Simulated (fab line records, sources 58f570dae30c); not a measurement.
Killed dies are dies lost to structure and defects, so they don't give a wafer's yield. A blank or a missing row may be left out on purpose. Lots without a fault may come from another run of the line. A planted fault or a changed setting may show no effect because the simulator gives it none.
Which tool did it? | flow berkeley_cmos170 | 15 lots, 45 wafers sampled, at 4 steps of a route of 331

WHAT THE GAUGES READ, wafer by wafer
UCB170_NLDD_OVL_MEAS_07. Usual: NLDD_OVL 2 nm, standard deviation 4.4.
lot  | measured     | on         | NLDD_OVL (nm) | flag
L433 | day 7 12:27  | overlay-01 | 0 -4 5        |
L437 | day 8 14:54  | overlay-02 | 7 5 8         |
L438 | day 8 15:32  | overlay-01 | -1 0 -1       |
L439 | day 8 17:11  | overlay-01 | -2 0 3        |
L442 | day 9 02:25  | overlay-01 | 0 5 -1        |
L441 | day 9 02:43  | overlay-02 | 3 4 6         |
L443 | day 9 14:10  | overlay-02 | 1 0 10        |
L444 | day 9 14:31  | overlay-02 | -2 0 2        |
L445 | day 9 14:41  | overlay-01 | 1 4 9         |
L446 | day 10 03:50 | overlay-02 | 2 7 6         |
L450 | day 10 10:34 | overlay-01 | 1 6 1         |
L451 | day 10 10:37 | overlay-02 | 0 1 -7        |
L452 | day 11 09:16 | overlay-02 | -8 -4 -7      |
L453 | day 11 10:17 | overlay-01 | 4 8 6         |
L456 | day 11 23:01 | overlay-02 | 8 9 5         |

UCB170_M1_RS_MEAS_01: measures by four-point-probe. Usual: M1_AL_RS 0.0487 ohm/sq, standard deviation 0.00052.
lot  | measured     | on            | M1_AL_RS (ohm/sq)    | flag
L433 | day 8 04:25  | film_metro-01 | 0.0481 0.0486 0.0480 |
L437 | day 9 08:26  | film_metro-01 | 0.0494 0.0493 0.0495 |
L438 | day 9 11:30  | film_metro-02 | 0.0488 0.0490 0.0488 |
L439 | day 9 11:09  | film_metro-02 | 0.0486 0.0482 0.0488 |
L442 | day 9 20:32  | film_metro-01 | 0.0488 0.0487 0.0488 |
L441 | day 9 21:19  | film_metro-02 | - - - - - -          | OFF
L443 | day 10 07:48 | film_metro-01 | - - - - - -          | OFF
L444 | day 10 06:50 | film_metro-01 | - - - - - -          | OFF
L445 | day 10 07:50 | film_metro-03 | 0.0493 0.0489 0.0489 |
L446 | day 10 20:59 | film_metro-02 | 0.0483 0.0489 0.0484 |
L450 | day 11 02:29 | film_metro-01 | 0.0476 0.0479 0.0478 |
L451 | day 11 05:26 | film_metro-01 | 0.0493 0.0494 0.0492 |
L452 | day 12 02:34 | film_metro-01 | 0.0482 0.0477 0.0483 |
L453 | day 12 03:23 | film_metro-01 | 0.0487 0.0493 0.0487 |
L456 | day 12 20:01 | film_metro-02 | 0.0488 0.0489 0.0481 |

WHICH TOOL RAN EACH LOT (tool, then ch and the chambers of the sampled wafers, then the start)
lot  | UCB170_SPACER_CVD_00            | UCB170_M1_SPUTTER_00
L433 | pecvd-03 ch 0,2, day 7 14:17    | pvd_sputter-04, day 8 04:22
L437 | pecvd-04 ch 0,2, day 8 15:49    | pvd_sputter-04, day 9 08:23
L438 | pecvd-01 ch 0,2, day 8 16:19    | pvd_sputter-04, day 9 11:26
L439 | pecvd-03 ch 0,2, day 8 17:59    | pvd_sputter-02, day 9 11:04
L442 | pecvd-03 ch 0,1, day 9 03:07    | pvd_sputter-04, day 9 20:28
L441 | pecvd-04 ch 0,1,2, day 9 03:23  | pvd_sputter-02, day 9 21:13
L443 | pecvd-03 ch 0,1,2, day 9 14:52  | pvd_sputter-02, day 10 07:41
L444 | pecvd-04 ch 0,2, day 9 15:11    | pvd_sputter-04, day 10 06:45
L445 | pecvd-01 ch 0,1,2, day 9 15:22  | pvd_sputter-03, day 10 07:46
L446 | pecvd-01 ch 0,1,2, day 10 04:53 | pvd_sputter-04, day 10 20:50
L450 | pecvd-04 ch 0,1, day 10 11:14   | pvd_sputter-02, day 11 02:22
L451 | pecvd-01 ch 1,2, day 10 11:17   | pvd_sputter-04, day 11 05:22
L452 | pecvd-03 ch 0,1,2, day 11 09:57 | pvd_sputter-02, day 12 02:30
L453 | pecvd-01 ch 0,1,2, day 11 11:02 | pvd_sputter-04, day 12 03:19
L456 | pecvd-03 ch 0,1, day 11 23:41   | pvd_sputter-02, day 12 19:55
- UCB170_SPACER_CVD_00: deposits SiO2 from TEOS/O2, target thk 376 nm, time 47 s.
- UCB170_M1_SPUTTER_00: material Al, target thk 600 nm, time 80 s.

WHAT THE TOOLS THEMSELVES READ (means of the sampled wafers that have a number; where no wafer has one, the mark that the record gives instead)
UCB170_SPACER_CVD_00. Usual: heater_power_w 247 W, standard deviation 56.
lot  | tool     | heater_power_w (W) | flag
L433 | pecvd-03 | 228                |
L437 | pecvd-04 | 195                |
L438 | pecvd-01 | 292                |
L439 | pecvd-03 | 248                |
L442 | pecvd-03 | 223                |
L441 | pecvd-04 | 222                |
L443 | pecvd-03 | 235                |
L444 | pecvd-04 | 246                |
L445 | pecvd-01 | 244                |
L446 | pecvd-01 | 257                |
L450 | pecvd-04 | 238                |
L451 | pecvd-01 | 241                |
L452 | pecvd-03 | 229                |
L453 | pecvd-01 | 266                |
L456 | pecvd-03 | 195                |

UCB170_M1_SPUTTER_00. Usual: cathode_dc_power_W 6000.1 W, standard deviation 1; chamber_pressure_pa 0.5000 Pa, standard deviation 0.00095; throttle_valve_pct 29.7 %, standard deviation 1.3.
lot  | tool           | cathode_dc_power_W (W) | chamber_pressure_pa (Pa) | throttle_valve_pct (%) | flag
L433 | pvd_sputter-04 | 5999.8                 | 0.5002                   | 29.2                   |
L437 | pvd_sputter-04 | 5999.2                 | 0.4999                   | 30.5                   |
L438 | pvd_sputter-04 | 6000.0                 | 0.5002                   | 30.1                   |
L439 | pvd_sputter-02 | 6000.6                 | 0.5000                   | 31.3                   |
L442 | pvd_sputter-04 | 5999.9                 | 0.4999                   | 30.7                   |
L441 | pvd_sputter-02 | -                      | -                        | -                      | OFF
L443 | pvd_sputter-02 | -                      | -                        | -                      | OFF
L444 | pvd_sputter-04 | -                      | -                        | -                      | OFF
L445 | pvd_sputter-03 | 5999.6                 | 0.4997                   | 28.7                   |
L446 | pvd_sputter-04 | 6000.2                 | 0.5000                   | 29.6                   |
L450 | pvd_sputter-02 | 6000.7                 | 0.4988                   | 31.0                   |
L451 | pvd_sputter-04 | 6000.4                 | 0.5010                   | 29.2                   |
L452 | pvd_sputter-02 | 5999.9                 | 0.5003                   | 30.5                   |
L453 | pvd_sputter-04 | 5999.8                 | 0.5011                   | 30.6                   |
L456 | pvd_sputter-02 | 6000.3                 | 0.5002                   | 30.1                   |

THE ANSWER, worked out from the rows above alone
Rule: a lot is off if the mean of its wafers that have a number lies more than 3 standard deviations from the usual mean. A lot without any number at a reading at which 4 lots or more have one is off too. The other lots that the step has rows for count as sound. The gauges are gone through in route order, then the tools' own readings, and for those a lot's mean is taken as printed above. The first step at which some lot is off is used, and at that step the reading that is off furthest; a lot without a number counts as furthest.
Off: L441, L443, L444, at UCB170_M1_RS_MEAS_01 (M1_AL_RS). Without a number there: L441, L443, L444.
A tool fits if, at a process step before that reading, it ran every lot that is off, and no sound lot after the first of them. The gauges at UCB170_M1_RS_MEAS_01 aren't tried: what is off there is off at UCB170_M1_SPUTTER_00 too, on other tools, and a gauge's error can't cause that. None of those tried fits.

WHAT THE SIMULATOR HAD PUT IN
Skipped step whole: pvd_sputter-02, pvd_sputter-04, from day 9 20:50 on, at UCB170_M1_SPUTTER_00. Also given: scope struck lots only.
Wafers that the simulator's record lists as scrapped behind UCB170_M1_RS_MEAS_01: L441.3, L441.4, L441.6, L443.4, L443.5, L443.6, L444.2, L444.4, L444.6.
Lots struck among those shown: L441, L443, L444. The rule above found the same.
